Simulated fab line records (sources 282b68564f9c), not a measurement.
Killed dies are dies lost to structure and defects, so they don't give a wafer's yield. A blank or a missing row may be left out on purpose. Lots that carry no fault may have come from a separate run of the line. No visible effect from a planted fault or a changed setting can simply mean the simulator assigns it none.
What tool caused it? | flow ritCmos | 14 lots with 42 wafers sampled at 2 steps, on a route of 202 steps

WHAT THE GAUGES SHOWED, per wafer
RIT_CONTACT_THK_MEAS_01.
lot  | measured    | on           | CONTACT_TEOS_THK (nm)
L655 | day 3 03:17 | filmMetro-01 | 400 397 408
L656 | day 3 08:05 | filmMetro-01 | 401 401 405
L658 | day 3 16:31 | filmMetro-01 | 404 407 409
L659 | day 3 22:31 | filmMetro-03 | 394 403 397
L663 | day 4 18:59 | filmMetro-04 | 390 394 402
L664 | day 4 23:06 | filmMetro-04 | 406 361 405
L667 | day 5 16:40 | filmMetro-03 | 394 353 409
L669 | day 6 01:04 | filmMetro-04 | 398 410 408
L668 | day 6 01:58 | filmMetro-01 | 393 395 403
L670 | day 6 04:48 | filmMetro-01 | 392 394 402
L672 | day 6 17:45 | filmMetro-03 | 393 397 401
L675 | day 7 06:55 | filmMetro-04 | 399 396 402
L676 | day 7 10:54 | filmMetro-03 | 401 401 411
L678 | day 7 23:11 | filmMetro-04 | 394 397 406

WHICH TOOL RAN EACH LOT (tool, then ch and the chambers of the sampled wafers, then the start)
lot  | RIT_CONTACT_CVD_00
L655 | pecvd-03 ch 0,1,2, day 3 03:14
L656 | pecvd-01 ch 0,1, day 3 08:01
L658 | pecvd-03 ch 1,2, day 3 16:28
L659 | pecvd-01 ch 0,1, day 3 22:28
L663 | pecvd-04 ch 0,1, day 4 18:56
L664 | pecvd-03 ch 0,2, day 4 23:02
L667 | pecvd-03 ch 0,1,2, day 5 16:36
L669 | pecvd-01 ch 0,2, day 6 00:59
L668 | pecvd-04 ch 0,1, day 6 01:54
L670 | pecvd-01 ch 0,2, day 6 04:43
L672 | pecvd-04 ch 0,1,2, day 6 17:41
L675 | pecvd-04 ch 0,1, day 7 06:51
L676 | pecvd-01 ch 0,1, day 7 10:51
L678 | pecvd-04 ch 0,1, day 7 23:08
- RIT_CONTACT_CVD_00: deposits SiO2 from TEOS, target thk 400 nm, time 61 s.

AS READ BY THE TOOLS THEMSELVES (means over the sampled wafers that have a number; for cases with no such wafer, the mark the record gives instead)
RIT_CONTACT_CVD_00.
lot  | tool     | heaterPowerW (W)
L655 | pecvd-03 | 306
L656 | pecvd-01 | 272
L658 | pecvd-03 | 347
L659 | pecvd-01 | 303
L663 | pecvd-04 | 398
L664 | pecvd-03 | 277
L667 | pecvd-03 | 336
L669 | pecvd-01 | 348
L668 | pecvd-04 | 343
L670 | pecvd-01 | 342
L672 | pecvd-04 | 313
L675 | pecvd-04 | 346
L676 | pecvd-01 | 256
L678 | pecvd-04 | 341

THE ANSWER, worked out from the rows above alone
Rule: usual is defined by the lots themselves. The widest of any qualifying gaps counts: lots, ordered by their means at a reading, are off when they make up no more than a third of the lots, leave a main group of 4 or more, and stand apart from it by 3 or more times the standard deviation of that group's means. The tables above print the reading to a certain number of digits; a main group whose means all agree to those digits is not used. Also off: a lot with no number at a reading for which 4 or more lots have one. Any other lot the step has rows for is counted as sound. After the gauges, taken in route order, come the tools' own readings; for these a lot's mean is taken, as printed above. The first step at which some lot is off is used, and at that step the reading that is off furthest; a lot without a number counts as furthest.
Nothing can be told from this: no lot is off at any reading shown.

WHAT THE SIMULATOR PUT IN
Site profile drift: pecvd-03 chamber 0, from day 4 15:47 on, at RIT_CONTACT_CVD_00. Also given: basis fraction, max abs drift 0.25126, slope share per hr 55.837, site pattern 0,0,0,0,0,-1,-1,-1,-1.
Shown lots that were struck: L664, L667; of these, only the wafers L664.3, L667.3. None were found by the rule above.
